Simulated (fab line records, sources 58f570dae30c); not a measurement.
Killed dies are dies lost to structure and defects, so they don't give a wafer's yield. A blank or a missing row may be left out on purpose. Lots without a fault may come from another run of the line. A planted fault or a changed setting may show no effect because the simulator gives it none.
fab line records | flow berkeley_cmos170
record lots=14 wafers=42 last_day=13
route steps=331 shown CONTACT@235 M1@246 V1@258 V2@294
lots that met no fault: from a run of the same line without faults
start_h: hours from the record's first day to the start of the lot's first wafer shown | wait_h: hours since the lot's step before | " the same as in the row above | L1.1+2: a row that stands for several wafers | - no value, or no start given | * or withheld: withheld | < > ~ a bound
route shown NAME@n: a module of which the file shows steps, and the number in the route of the first | usual: mean/standard deviation of fault-free wafers | same: alike in all rows | chamber/n: place in a boat | sites: the reading at each site | _std_site: their standard deviation | _edge_site: outer sites' mean less inner sites' | radius_mm: how far each site lies from the wafer's centre | mask NAME#n: copy n | behind: the tool/chamber that last shaped the wafer | hold: why the lot was held/for how many hours/how that ended | device: the transistor (n, p or np) that didn't switch | end of line: the same wafers' tests at the end of the route | a step without rows: its recipe alone | killed: dies lost to structure and defects at the first sort, not the wafer's yield | map: a wafer's dies, x killed, . not, _ none there
set.NAME: the setting as run; set.NAME@STEP: as run at that earlier step | model.NAME: the simulator's own value behind a step, which no gauge read
steps of the route over a sample of lots; a table a step, a row a wafer
services: from which hour (start_h, from the record's first day; less than 0 if before it) a tool's chamber was out of use, for how many hours, and why
## steps
# step UCB170_CONTACT_STRIP_19
# recipe chemistry=O2 power_w=400 pressure_mtorr=3500 platen_temp_c=withheld o2_flow_sccm=400 overash_fraction=0.5
# usual drypump_motor_current_A=5.7/0.52 oes_product_au=0.724/0.0044
# columns lot.wafer tool chamber start_h wait_h drypump_motor_current_A oes_product_au rf_hours_counter_h
L376.1 plasma_asher-04 1 177.94 - 5.5 0.727 6
L376.2 " 0 " " 5.6 0.722 6
L376.4 " 1 " " 5.4 0.720 -
L377.1 plasma_asher-02 1 180.08 - 6.4 0.728 45
L377.3 " 1 " " 6.4 0.720 -
L377.5 " 1 " " 6.4 0.723 -
L378.3 plasma_asher-04 1 184.32 - 5.5 0.724 -
L378.4 " 0 " " 5.6 0.721 -
L378.6 " 1 " " 5.5 0.725 -
L383.1 plasma_asher-02 1 207.83 - 6.4 0.731 48
L383.4 " 1 " " 6.4 0.722 -
L383.6 " 1 " " 6.4 0.723 -
L380.2 plasma_asher-04 0 207.98 - 5.6 0.720 10
L380.5 " 1 " " 5.5 0.723 -
L380.6 " 0 " " 5.6 0.733 -
L384.1 plasma_asher-02 1 226.05 - 6.4 0.724 50
L384.2 " 0 " " 5.1 0.726 50
L384.3 " 0 " " 5.1 0.726 -
L391.1 plasma_asher-02 0 259.43 - 5.1 0.725 53
L391.2 " 1 " " 6.4 0.722 53
L391.3 " 0 " " 5.1 0.729 -
L390.2 plasma_asher-04 0 264.76 - 5.6 0.726 16
L390.5 " 1 " " 5.4 0.726 -
L390.6 " 0 " " 5.6 0.728 -
L395.1 plasma_asher-03 0 279.68 - 6.6 0.730 48
L395.2 " 1 " " 5.7 0.735 48
L395.3 " 1 " " 5.7 0.727 -
L392.1 plasma_asher-02 1 282.32 - 6.4 0.726 56
L392.4 " 0 " " 5.1 0.724 -
L392.6 " 1 " " 6.4 0.727 -
L393.1 plasma_asher-04 0 282.44 - 5.6 0.728 18
L393.3 " 0 " " 5.6 0.726 -
L393.4 " 1 " " 5.5 0.730 -
L397.1 plasma_asher-02 0 283.16 - 5.1 0.725 56
L397.2 " 1 " " 6.4 0.728 56
L397.5 " 0 " " 5.1 0.724 -
L399.1 plasma_asher-04 1 291.35 - 5.4 0.728 19
L399.3 " 1 " " 5.5 0.724 -
L399.5 " 1 " " 5.5 0.720 -
L398.2 plasma_asher-04 0 294.86 - 5.6 0.732 19
L398.4 " 1 " " 5.5 0.715 -
L398.6 " 0 " " 5.6 0.720 -
# step UCB170_M1_DEVELOP_08
# recipe developer=TMAH develop_time_s=45 resist=KrF dev_temp_c=21
# usual chill_plate_temp_C=23.01/0.1 develop_time_s=45/0
# columns lot.wafer tool chamber start_h wait_h chill_plate_temp_C develop_time_s
L376.1 litho_track-02 0 180 - 22.81 45
L376.2 " 0 " " 23.02 45
L376.4 " 0 " " 23.08 45
L377.1 litho_track-03 0 181 - 23.14 45
L377.3 " 0 " " 23.13 45
L377.5 " 0 " " 23.03 45
L378.3 litho_track-01 0 185 - 23.05 45
L378.4 " 0 " " 23.05 45
L378.6 " 0 " " 22.90 45
L383.1 litho_track-03 - 209 - - -
L383.4 " - " " - -
L383.6 " - " " - -
L380.2 litho_track-01 - 209 - - -
L380.5 " - " " - -
L380.6 " - " " - -
L384.1 litho_track-03 0 227 - 23.12 45
L384.2 " 0 " " 22.92 45
L384.3 " 0 " " 22.92 45
L391.1 litho_track-03 0 262 - 23.02 45
L391.2 " 0 " " 23.07 45
L391.3 " 0 " " 22.92 45
L390.2 litho_track-02 0 266 - 23.08 45
L390.5 " 0 " " 22.81 45
L390.6 " 0 " " 23.10 45
L395.1 litho_track-01 0 281 - 22.78 45
L395.2 " 0 " " 22.88 45
L395.3 " 0 " " 22.84 45
L392.1 litho_track-02 0 284 - 23.09 45
L392.4 " 0 " " 23.14 45
L392.6 " 0 " " 23.22 45
L393.1 litho_track-03 0 284 - 23.04 45
L393.3 " 0 " " 23.16 45
L393.4 " 0 " " 23.08 45
L397.1 litho_track-03 0 285 - 23.06 45
L397.2 " 0 " " 23.07 45
L397.5 " 0 " " 23.06 45
L399.1 litho_track-01 0 294 - 23.01 45
L399.3 " 0 " " 23.06 45
L399.5 " 0 " " 22.85 45
L398.2 litho_track-01 0 298 - 22.77 45
L398.4 " 0 " " 23.01 45
L398.6 " 0 " " 22.84 45
# step UCB170_V1_THK_MEAS_04
# recipe reads=SiO2_of_V1_CVD_00
# usual V1_POLISHED_THK=999.9/1.1
# columns lot.wafer tool chamber start_h wait_h V1_POLISHED_THK[nm]
L376.1 film_metro-03 - 182.94 0.1 999.8
L376.2 " - " " 1000.5
L376.4 " - " " 1000.1
L377.1 film_metro-02 - 185.61 0.1 997.4
L377.3 " - " " 998.8
L377.5 " - " " 998.0
L378.3 film_metro-04 - 188.53 0.1 999.7
L378.4 " - " " 997.5
L378.6 " - " " 999.0
L384.1 film_metro-03 - 230.38 0.1 1001.0
L384.2 " - " " 1000.8
L384.3 " - " " 1001.2
L391.1 film_metro-04 - 265.40 0.1 1000.4
L391.2 " - " " 999.8
L391.3 " - " " 999.5
L390.2 film_metro-02 - 268.95 0.1 1000.0
L390.5 " - " " 1000.0
L390.6 " - " " 999.2
L395.1 film_metro-04 - 284.32 0.1 1001.1
L395.2 " - " " 1000.8
L395.3 " - " " 999.3
L392.1 film_metro-02 - 286.73 0.1 997.8
L392.4 " - " " 998.8
L392.6 " - " " 1000.0
L393.1 film_metro-02 - 288.07 0.1 998.4
L393.3 " - " " 1000.4
L393.4 " - " " 999.2
L397.1 film_metro-02 - 288.67 0.1 999.3
L397.2 " - " " 1000.5
L397.5 " - " " 999.3
L399.1 film_metro-04 - 297.35 0.1 999.8
L399.3 " - " " 998.4
L399.5 " - " " 999.9
L398.2 film_metro-03 - 301.19 0.1 1001.1
L398.4 " - " " 999.2
L398.6 " - " " 1000.4
# step UCB170_V2_CMP_02
# recipe material=SiO2 down_force_psi=6 platen_rpm=60 pad_velocity_m_s=0.75398
# usual motor_current_A=16.1/1.8
# columns lot.wafer tool chamber start_h wait_h motor_current_A
L376.2 cmp-02 1 187.45 0.0 18.0
L376.1 " 2 " " 15.2
L376.4 " 0 " " 12.6
L377.1 cmp-01 2 190.11 0.1 17.8
L377.3 " 1 " " 16.5
L377.5 " 3 " " 16.3
L378.3 cmp-02 0 193.66 0.1 12.4
L378.4 " 2 " " 14.7
L378.6 " 0 " " 11.8
L384.2 cmp-02 3 237.32 0.0 16.0
L384.3 " 0 " " 12.1
L384.1 " 2 " " 15.3
L391.3 cmp-02 1 273.71 0.0 18.9
L391.2 " 2 " " 15.9
L391.1 " 0 " " 11.8
L390.2 cmp-02 2 276.83 0.0 15.3
L390.5 " 2 " " 15.3
L390.6 " 3 " " 15.4
L395.3 cmp-02 2 288.81 0.0 15.5
L395.2 " 0 " " 12.3
L395.1 " 1 " " 17.6
L392.4 cmp-01 0 291.50 0.0 16.2
L392.1 " 2 " " 17.8
L392.6 " 1 " " 16.5
L393.4 cmp-02 3 294.69 0.0 16.0
L393.3 " 0 " " 12.0
L393.1 " 1 " " 19.0
L397.1 cmp-01 3 295.93 0.1 15.6
L397.2 " 0 " " 16.1
L397.5 " 3 " " 17.0
L399.1 cmp-02 0 304.32 0.1 12.2
L399.3 " 2 " " 16.0
L399.5 " 1 " " 17.7
L398.4 cmp-01 2 306.63 0.1 18.6
L398.2 " 0 " " 16.2
L398.6 " 2 " " 18.2
## services
# columns tool chamber start_h hours kind
cmp-02 - 195.36 0.9 repair
plasma_asher-03 - 202.20 9.1 repair
cmp-02 - 207.02 2.7 repair
cmp-01 - 232.90 4.0 pm
cmp-01 - 236.90 - consumable_replace:conditioner
cmp-01 - 236.90 - consumable_replace:pad
plasma_asher-04 - 245.85 2.8 pm
plasma_asher-04 - 271.70 0.5 repair
cmp-01 - 273.93 1.8 repair
cmp-01 - 276.55 4.0 repair
cmp-02 - 284.32 0.5 repair
## key
first_sign step=UCB170_M1_DEVELOP_08 reading=tool_record direction=missing
effect none on later readings
met_at UCB170_M1_DEVELOP_08
struck_lots L380,L383
later_rows_left_out L380.2,L380.5,L380.6,L383.1,L383.4,L383.6
sort_left_out L380.2,L380.5,L380.6,L383.1,L383.4,L383.6
not_acting_at UCB170_CONTACT_STRIP_19,UCB170_V1_THK_MEAS_04,UCB170_V2_CMP_02
onset_between 185 209
fault kind=skipped_step_whole tool=litho_track-01,litho_track-03 chamber=- onset_h=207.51 steps=UCB170_M1_DEVELOP_08 scope=struck_lots_only
# sort_left_out: the simulated sort isn't trusted on such a fault, so these wafers' sort isn't shown, and their yield isn't known
# later_rows_left_out: the simulator's readings of these wafers behind a module that went badly wrong aren't trusted and aren't shown, but for the sort
